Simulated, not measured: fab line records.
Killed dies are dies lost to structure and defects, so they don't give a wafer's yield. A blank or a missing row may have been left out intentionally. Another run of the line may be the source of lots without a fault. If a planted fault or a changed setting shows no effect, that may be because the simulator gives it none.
Split-lot study || flow rit_cmos || route with 202 steps; 5 lots, 23 wafers read

## SPLIT DETAILS
At RIT_ACTIVE_DEVELOP_10 (develop time 50 s), the setting develop_time_s was moved away from the recipe's 50 s on 7 of the 23 wafers read, by -6.0% to -5.1%. For the rest of the wafers, this setting stayed at what the recipe calls for.

## FROM THE SPLIT TO THE READING: what the file shows between them, 3 steps
- RIT_ACTIVE_CD_MEAS_11: target cd 1400 nm
- RIT_ACTIVE_ETCH_13: etches Si3N4 in SF6, stops on SiO2, time 210 s, target depth 210 nm (also split here: pressure_mtorr)
- RIT_ACTIVE_STRIP_14: strips in O2, time 180 s

## THE READING
cd_nm, in nm, at RIT_ACTIVE_CD_MEAS_90 (target cd 1400 nm). On this fab line, fault-free wafers typically give 1398.7 nm with a standard deviation of 2.6 nm.

{"wafer": "L074.1", "tool, chamber at the split": "litho_track-03, 0", "develop_time_s as run, s": 50, "against the recipe": "recipe", "cd_nm, nm": 1401.3, "against lot-mates on the recipe": "-"}
{"wafer": "L074.2", "tool, chamber at the split": "litho_track-03, 0", "develop_time_s as run, s": 50, "against the recipe": "recipe", "cd_nm, nm": 1404.3, "against lot-mates on the recipe": "-"}
{"wafer": "L074.3", "tool, chamber at the split": "litho_track-03, 0", "develop_time_s as run, s": 50, "against the recipe": "recipe", "cd_nm, nm": 1400.0, "against lot-mates on the recipe": "-"}
{"wafer": "L074.4", "tool, chamber at the split": "litho_track-03, 0", "develop_time_s as run, s": 50, "against the recipe": "recipe", "cd_nm, nm": 1399.1, "against lot-mates on the recipe": "-"}
{"wafer": "L074.5", "tool, chamber at the split": "litho_track-03, 0", "develop_time_s as run, s": 50, "against the recipe": "recipe", "cd_nm, nm": 1401.0, "against lot-mates on the recipe": "-"}
{"wafer": "L075.1", "tool, chamber at the split": "litho_track-04, 0", "develop_time_s as run, s": 50, "against the recipe": "recipe", "cd_nm, nm": 1397.9, "against lot-mates on the recipe": "-"}
{"wafer": "L075.2", "tool, chamber at the split": "litho_track-04, 0", "develop_time_s as run, s": 47.44, "against the recipe": "-5.1%", "cd_nm, nm": 1405.2, "against lot-mates on the recipe": "+6.0"}
{"wafer": "L075.3", "tool, chamber at the split": "litho_track-04, 0", "develop_time_s as run, s": 50, "against the recipe": "recipe", "cd_nm, nm": 1399.5, "against lot-mates on the recipe": "-"}
{"wafer": "L075.4", "tool, chamber at the split": "litho_track-04, 0", "develop_time_s as run, s": 47.44, "against the recipe": "-5.1%", "cd_nm, nm": 1406.0, "against lot-mates on the recipe": "+6.8"}
{"wafer": "L075.5", "tool, chamber at the split": "litho_track-04, 0", "develop_time_s as run, s": 50, "against the recipe": "recipe", "cd_nm, nm": 1400.1, "against lot-mates on the recipe": "-"}
{"wafer": "L077.1", "tool, chamber at the split": "litho_track-04, 0", "develop_time_s as run, s": 50, "against the recipe": "recipe", "cd_nm, nm": 1398.3, "against lot-mates on the recipe": "-"}
{"wafer": "L077.2", "tool, chamber at the split": "litho_track-04, 0", "develop_time_s as run, s": 46.98, "against the recipe": "-6.0%", "cd_nm, nm": 1403.9, "against lot-mates on the recipe": "+5.5"}
{"wafer": "L077.4", "tool, chamber at the split": "litho_track-04, 0", "develop_time_s as run, s": 50, "against the recipe": "recipe", "cd_nm, nm": 1397.9, "against lot-mates on the recipe": "-"}
{"wafer": "L077.5", "tool, chamber at the split": "litho_track-04, 0", "develop_time_s as run, s": 46.98, "against the recipe": "-6.0%", "cd_nm, nm": 1406.0, "against lot-mates on the recipe": "+7.6"}
{"wafer": "L077.6", "tool, chamber at the split": "litho_track-04, 0", "develop_time_s as run, s": 50, "against the recipe": "recipe", "cd_nm, nm": 1399.1, "against lot-mates on the recipe": "-"}
{"wafer": "L078.1", "tool, chamber at the split": "litho_track-03, 0", "develop_time_s as run, s": 50, "against the recipe": "recipe", "cd_nm, nm": 1400.1, "against lot-mates on the recipe": "-"}
{"wafer": "L078.2", "tool, chamber at the split": "litho_track-03, 0", "develop_time_s as run, s": 47.06, "against the recipe": "-5.9%", "cd_nm, nm": 1405.4, "against lot-mates on the recipe": "+5.0"}
{"wafer": "L078.3", "tool, chamber at the split": "litho_track-03, 0", "develop_time_s as run, s": 47.06, "against the recipe": "-5.9%", "cd_nm, nm": 1408.8, "against lot-mates on the recipe": "+8.4"}
{"wafer": "L078.4", "tool, chamber at the split": "litho_track-03, 0", "develop_time_s as run, s": 50, "against the recipe": "recipe", "cd_nm, nm": 1400.8, "against lot-mates on the recipe": "-"}
{"wafer": "L078.5", "tool, chamber at the split": "litho_track-03, 0", "develop_time_s as run, s": 47.06, "against the recipe": "-5.9%", "cd_nm, nm": 1406.2, "against lot-mates on the recipe": "+5.8"}
{"wafer": "L085.4", "tool, chamber at the split": "litho_track-04, 0", "develop_time_s as run, s": 50, "against the recipe": "recipe", "cd_nm, nm": 1398.2, "against lot-mates on the recipe": "-"}
{"wafer": "L085.5", "tool, chamber at the split": "litho_track-04, 0", "develop_time_s as run, s": 50, "against the recipe": "recipe", "cd_nm, nm": 1396.9, "against lot-mates on the recipe": "-"}
{"wafer": "L085.6", "tool, chamber at the split": "litho_track-04, 0", "develop_time_s as run, s": 50, "against the recipe": "recipe", "cd_nm, nm": 1397.2, "against lot-mates on the recipe": "-"}

FIT RESULTS
A straight line over all 23 wafers: cd_nm changes by -1.12 nm for each +1% of develop_time_s; r = -0.87; the points scatter about the line by 1.8 nm.
The same after taking each lot's own level away (the mean of its wafers on the recipe; 23 wafers): -1.12 nm for each +1%; r = -0.93; scatter 1.2 nm.
That fit puts the effect of the largest move of develop_time_s on the reading at 6.8 nm.
Across the lots, their own levels run from 1397.43 to 1401.14 nm, a range of 1.4 times the standard deviation given above.
So the lot-to-lot level changes the slope little: the two slopes agree.
Check: +7.01 nm against its lot-mates is what the line predicts for one of the wafers moved furthest among these (-6.0%) when that wafer is left out of the fit. It came out at +5.47 nm against them.

## ADDITIONAL SPLITS CARRIED BY THESE WAFERS
Note: prior to the reading, these wafers also went through further splits. Each is held against what the fit with the lots' levels taken away leaves over:
{"other split on the same wafers": "RIT_ACTIVE_OXIDATION_01 temp_c", "wafers away from the commonest value": 5, "r with cd_nm (lot level and that fit taken away)": "+0.13"}
{"other split on the same wafers": "RIT_ACTIVE_ETCH_13 pressure_mtorr", "wafers away from the commonest value": 15, "r with cd_nm (lot level and that fit taken away)": -0.05}

## THE WHOLE CHAIN: every reading that the file lists as answering this split, in the file's order
{"step": "RIT_ACTIVE_CD_MEAS_11", "what it does": "target cd 1400 nm", "reading": "cd_nm", "change (the file's fit)": "-1.11 nm for each +1% of the setting", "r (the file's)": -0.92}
{"step": "RIT_ACTIVE_CD_MEAS_90", "what it does": "target cd 1400 nm", "reading": "cd_nm", "change (the file's fit)": "-1.13 nm for each +1% of the setting", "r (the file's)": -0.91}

## FILE'S OWN FIT
cd_nm changes by -1.13 nm for each +1% of develop_time_s, r = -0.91.
